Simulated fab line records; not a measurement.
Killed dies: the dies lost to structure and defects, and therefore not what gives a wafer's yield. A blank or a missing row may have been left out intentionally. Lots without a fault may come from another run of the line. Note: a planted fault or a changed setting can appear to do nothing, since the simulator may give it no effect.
fab line records | flow rit-cmos
[record] lots = 5 wafers = 15 last-day = 7
route steps=202 shown M1@193
lots with no fault: from the same line, run without faults
start-h: start of the lot's first displayed wafer, in hours after the record's first day | wait-h: time in hours since the lot's previous step | " repeats the value in the row above | L1.1+2: a row that stands for several wafers | - no value, or no start given | * or withheld: withheld | < > ~ a bound
route shown NAME@n: a module of which the file shows steps, and the number in the route of the first | usual: the fault-free wafers' mean and standard deviation | same: alike in all rows | chamber/n: place in a boat | sites: readings site by site | _std_site: standard deviation across them | _edge_site: inner sites' mean taken away from outer sites' mean | radius-mm: for every site, how far away it sits from the centre of the wafer | mask NAME#n: copy n | behind: the last tool/chamber to shape the wafer | hold: cause of the lot's hold/its duration in hours/its outcome | device: which transistor (n, p or np) failed to switch | end of line: the route-end tests of the same wafers | for a step that has no rows: nothing shown but its recipe | killed: not the wafer's yield, but the dies lost to structure and defects at the first sort | map: a wafer's dies, x killed, . not, _ none there
set.NAME: the setting the step ran with; set.NAME@STEP: the setting that earlier step ran with | model.NAME: the simulator's own value behind a step, which no gauge read
lots at selected steps of the route; one table per step, one row per wafer
services: the hour from which a tool's chamber was out of use, counted from the record's first day as start-h (under 0 if before that day), plus the number of hours and why
[[steps]]
[step RIT_M1_CD_MEAS_09]
[recipe] target-cd-nm = 2600
[usual] cd-nm = 2599.8/2.3
// columns lot.wafer tool chamber start-h wait-h cd-nm
L074.1 cd-sem-02 - 61.18 - 2599.9
L074.3 " - " " 2600.1
L074.4 " - " " 2601.9
L079.2 cd-sem-01 - 90.90 - 2597.5
L079.4 " - " " 2597.9
L079.6 " - " " 2598.9
L085.1 cd-sem-02 - 123.46 - 2597.4
L085.4 " - " " 2596.3
L085.5 " - " " 2596.7
L091.1 cd-sem-01 - 159.58 - 2603.1
L091.4 " - " " 2604.4
L091.5 " - " " 2602.3
L094.3 cd-sem-02 - 167.63 - 2602.1
L094.4 " - " " 2601.2
L094.5 " - " " 2599.9
[step RIT_M1_OVL_MEAS_10]
[usual] M1_OVL = -1.3/1.3
// columns lot.wafer tool chamber start-h wait-h M1_OVL[nm]
L074.1 overlay-02 - 61.30 0.1 -1.5
L074.3 " - " " -2.9
L074.4 " - " " -2.1
L079.2 overlay-02 - 91.00 0.1 0.0
L079.4 " - " " -1.0
L079.6 " - " " -0.2
L085.1 overlay-02 - 123.58 0.1 0.3
L085.4 " - " " -1.4
L085.5 " - " " -1.6
L091.1 overlay-02 - 159.70 0.1 -1.5
L091.4 " - " " 0.1
L091.5 " - " " -1.0
L094.3 overlay-01 - 167.72 0.1 -2.0
L094.4 " - " " -1.5
L094.5 " - " " -3.0
[step RIT_M1_HARDBAKE_11]
[recipe] resist = NOVOLAK temp-c = 140 time-s = 120
// columns lot.wafer tool chamber start-h wait-h
L074.1+3+4 litho-track-01 0 61.33 0.0
L079.2+4+6 litho-track-04 0 91.15 0.1
L085.1+4+5 litho-track-01 0 123.62 0.0
L091.1+4+5 litho-track-04 0 159.74 0.0
L094.3+4+5 litho-track-03 0 167.83 0.1
[step RIT_M1_METAL_ETCH_12]
[recipe] stop-on = SiO2 chemistry = Cl2/BCl3 target = Al time-s = 165 over-etch-frac = 0.5 pressure-mtorr = 100 target-depth-a = 6000 rf-w = 252.8 Cl2_flow_sccm = 60 bcl3-flow-sccm = 50
[usual] drypump-motor-current-A = 5.5/0.62 he-backside-leak-sccm = 3.46/0.14 oes-product-au = 0.757/0.019 throttle-valve-pct = 8.20/0.1
[same] over-etch-frac = 0.5
// columns lot.wafer tool chamber start-h wait-h drypump-motor-current-A he-backside-leak-sccm oes-product-au rf-hours-counter-h throttle-valve-pct
L074.1 rie-metal-03 0 61.58 0.2 6.7 3.24 0.735 3 8.08
L074.3 " 1 " " 5.1 3.12 0.752 - 8.04
L074.4 " 0 " " 6.7 3.29 0.732 - 8.08
L079.2 rie-metal-01 1 91.36 0.2 5.9 3.36 0.772 4 8.23
L079.4 " 0 " " 4.9 3.37 0.773 - 8.35
L079.6 " 0 " " 4.9 3.39 0.771 - 8.32
L085.1 rie-metal-01 0 123.87 0.2 4.9 3.49 0.775 5 8.33
L085.4 " 0 " " 4.9 3.47 0.779 - 8.34
L085.5 " 0 " " 4.9 3.57 0.776 - 8.32
L091.1 rie-metal-04 1 159.99 0.2 5.5 3.37 0.774 0 8.22
L091.4 " 0 " " 5.2 3.39 0.739 - 8.29
L091.5 " 0 " " 5.2 3.49 0.744 - 8.28
L094.3 rie-metal-04 0 168.05 0.2 5.2 3.63 0.734 - 8.27
L094.4 " 1 " " 5.5 3.65 0.773 - 8.23
L094.5 " 0 " " 5.2 3.58 0.738 - 8.30
[step RIT_M1_STRIP_13]
[recipe] chemistry = nmp resist = NOVOLAK temp-c = 80 time-s = 600 dry = n2-spin
// columns lot.wafer tool chamber start-h wait-h
L074.1+3+4 wet-bench-02 1 61.75 0.1
L079.2+4+6 wet-bench-04 1 91.52 0.1
L085.1+4+5 wet-bench-02 1 124.03 0.1
L091.1+4+5 wet-bench-02 3 160.15 0.1
L094.3+4+5 wet-bench-02 0 168.16 0.1
[step RIT_M1_STRIP_14]
[recipe] chemistry = O2 time-s = 180 platen-temp-c = withheld power-w = 500 pressure-mtorr = 4000 o2-flow-sccm = 4000
[usual] drypump-motor-current-A = 5.7/0.52 rf-refl-power-W = 7.4/0.97
// columns lot.wafer tool chamber start-h wait-h drypump-motor-current-A rf-hours-counter-h rf-refl-power-W
L074.1 plasma-asher-03 0 61.94 0.0 6.2 26 7.1
L074.3 " 1 " " 5.4 - 7.2
L074.4 " 0 " " 6.1 - 7.0
L079.2 plasma-asher-01 1 91.69 0.0 6.4 45 5.9
L079.4 " 1 " " 6.4 - 5.9
L079.6 " 0 " " 5.0 - 9.3
L085.1 plasma-asher-01 1 124.20 0.0 6.4 47 6.2
L085.4 " 0 " " 5.1 - 9.4
L085.5 " 0 " " 5.1 - 9.6
L091.1 plasma-asher-03 0 160.32 0.0 6.1 37 7.1
L091.4 " 1 " " 5.4 - 7.4
L091.5 " 1 " " 5.4 - 7.1
L094.3 plasma-asher-01 1 168.41 0.1 6.4 - 5.9
L094.4 " 0 " " 5.1 - 9.4
L094.5 " 1 " " 6.4 - 5.7
[step RIT_M1_CD_MEAS_90]
[recipe] target-cd-nm = 2600
[usual] cd-nm = 2598.7/2.8
// columns lot.wafer tool chamber start-h wait-h cd-nm
L074.1 cd-sem-02 - 62.11 0.1 2599.4
L074.3 " - " " 2597.1
L074.4 " - " " 2599.9
L079.2 cd-sem-01 - 91.89 0.1 2594.6
L079.4 " - " " 2596.5
L079.6 " - " " 2597.1
L085.1 cd-sem-01 - 124.38 0.1 2596.5
L085.4 " - " " 2594.4
L085.5 " - " " 2597.4
L091.1 cd-sem-02 - 160.50 0.1 2605.6
L091.4 " - " " 2604.7
L091.5 " - " " 2602.6
L094.3 cd-sem-01 - 168.57 0.1 2603.1
L094.4 " - " " 2603.1
L094.5 " - " " 2600.1
[step RIT_M1_ANNEAL_15]
[recipe] temp-c = 448.2 time-s = 1800 ambient = forming_gas_H2N2
[usual] zone-power-centre-pct = 19.88/0.19
// columns lot.wafer tool chamber start-h wait-h zone-power-centre-pct
L074.1 furnace-02 0 62.23 0.1 19.79
L074.3 " 0 " " 19.82
L074.4 " 0 " " 19.59
L079.2 furnace-02 0 91.99 0.1 19.68
L079.4 " 0 " " 19.80
L079.6 " 0 " " 19.69
L085.1 furnace-02 0 124.50 0.1 20.00
L085.4 " 0 " " 19.77
L085.5 " 0 " " 20.06
L091.1 furnace-02 0 160.62 0.1 19.76
L091.4 " 0 " " 20.23
L091.5 " 0 " " 19.75
L094.3 furnace-02 0 169.89 1.3 19.80
L094.4 " 0 " " 19.89
L094.5 " 0 " " 20.12
[step RIT_M1_BOW_MEAS_16]
[recipe] mode = bow
[usual] M1_BOW = 17/6.1
// columns lot.wafer tool chamber start-h wait-h M1_BOW[um]
L074.1 film-metro-01 - 63.73 0.0 29
L074.3 " - " " 18
L074.4 " - " " 13
L079.2 film-metro-01 - 93.51 0.0 16
L079.4 " - " " 30
L079.6 " - " " 10
L085.1 film-metro-02 - 126.00 0.0 15
L085.4 " - " " 10
L085.5 " - " " 19
L091.1 film-metro-01 - 162.12 0.0 15
L091.4 " - " " 14
L091.5 " - " " 18
L094.3 film-metro-02 - 171.43 0.0 18
L094.4 " - " " 23
L094.5 " - " " 19
[step RIT_M1_PROBE_99]
[usual] defect-limited-yield = 97.3/1.2 killed-at-contacts = 0.0/0.16 killed-at-front-end = 7/3.1 killed-dies = 7/3.1 killed-open = 3.6/2.2 killed-short = 3.4/2.1 sort_bin_3_pad_short = 0.1/0.24 sort_bin_5_function = 1.5/0.76 sort_bin_6_memory = 1.0/0.67 sort-n-pass = 257/3.1 sort-yield-pct = 97.3/1.2
[same] gross-dies = 264 killed_at_M0_to_M3 = 0 killed_at_M4_up = 0 killed-at-back-side = 0 killed-at-other = 0
// columns lot.wafer tool chamber start-h wait-h defect-limited-yield[%] killed-at-contacts killed-at-front-end killed-dies killed-open killed-short sort_bin_3_pad_short[%] sort_bin_5_function[%] sort_bin_6_memory[%] sort-n-pass sort-yield-pct[%]
L074.1 prober-01 - 63.85 0.1 95.5 0 12 12 6 4 0.8 1.5 2.3 252 95.5
L074.3 prober-01 - 63.95 0.2 96.2 0 10 10 1 9 0.8 0.8 2.3 254 96.2
L074.4 prober-01 - 64.00 0.2 95.1 0 13 13 8 5 0 3.4 1.5 251 95.1
L079.2 prober-02 - 93.66 0.1 95.8 0 11 11 1 9 0 2.7 1.5 253 95.8
L079.4 prober-02 - 93.76 0.2 97.3 0 7 7 2 5 0 1.5 1.1 257 97.3
L079.6 prober-02 - 93.86 0.2 96.6 0 9 9 4 5 0 1.5 1.9 255 96.6
L094.3 prober-02 - 171.61 0.2 97.3 0 7 7 2 5 0.4 2.3 0 257 97.3
L094.4 prober-02 - 171.66 0.2 95.5 0 12 12 8 4 0 1.9 2.7 252 95.5
L094.5 prober-02 - 171.71 0.2 94.7 0 14 14 7 7 0.4 2.7 2.3 250 94.7
// killed by level:class
L074.1 GATE:geometric-particle:open=4 FOX2:geometric-particle:short=2 GATE:geometric-particle:short=2 NRETRO:coat-microbubble-printed=2 REOX:geometric-particle:open=1 SPACER:geometric-particle:open=1
L074.3 GATE:geometric-particle:short=7 FOX1:geometric-particle:short=1 GATE:geometric-particle:open=1 REOX:geometric-particle:short=1
L074.4 FOX1:geometric-particle:open=5 REOX:geometric-particle:short=4 GATE:geometric-particle:open=2 ACTIVE:geometric-particle:open=1 FOX1:geometric-particle:short=1
L079.2 FOX1:geometric-particle:short=3 FOX2:geometric-particle:short=2 REOX:geometric-particle:short=2 GATE:geometric-particle:short=1 REOX:geometric-particle:open=1 SPACER:geometric-particle:short=1 NSD:coat-microbubble-printed=1
L079.4 GATE:geometric-particle:short=2 SPACER:geometric-particle:short=2 FOX1:geometric-particle:short=1 GATE:geometric-particle:open=1 REOX:geometric-particle:open=1
L079.6 FOX1:geometric-particle:short=2 FOX2:geometric-particle:open=2 GATE:geometric-particle:short=2 FOX1:geometric-particle:open=1 SILICIDE:geometric-particle:short=1 REOX:geometric-particle:open=1
L094.3 GATE:geometric-particle:short=4 FOX2:geometric-particle:short=1 GATE:geometric-particle:open=1 SPACER:geometric-particle:open=1
L094.4 SPACER:geometric-particle:open=3 GATE:geometric-particle:open=2 GATE:geometric-particle:short=2 REOX:geometric-particle:open=2 FOX1:geometric-particle:open=1 FOX1:geometric-particle:short=1 REOX:geometric-particle:short=1
L094.5 GATE:geometric-particle:open=7 GATE:geometric-particle:short=4 FOX1:geometric-particle:short=2 SPACER:geometric-particle:short=1
[[services]]
// columns tool chamber start-h hours kind
plasma-asher-01 - 38.09 5.4 repair
plasma-asher-01 - 100.24 14.6 pm
plasma-asher-03 - 103.58 2.8 pm
rie-metal-04 - 136.12 20.0 pm
rie-metal-04 0 136.12 20.0 vent-cycle
rie-metal-04 1 136.12 20.0 vent-cycle
rie-metal-04 0 156.12 - clean
rie-metal-04 1 156.12 - clean
[[key]]
fault none
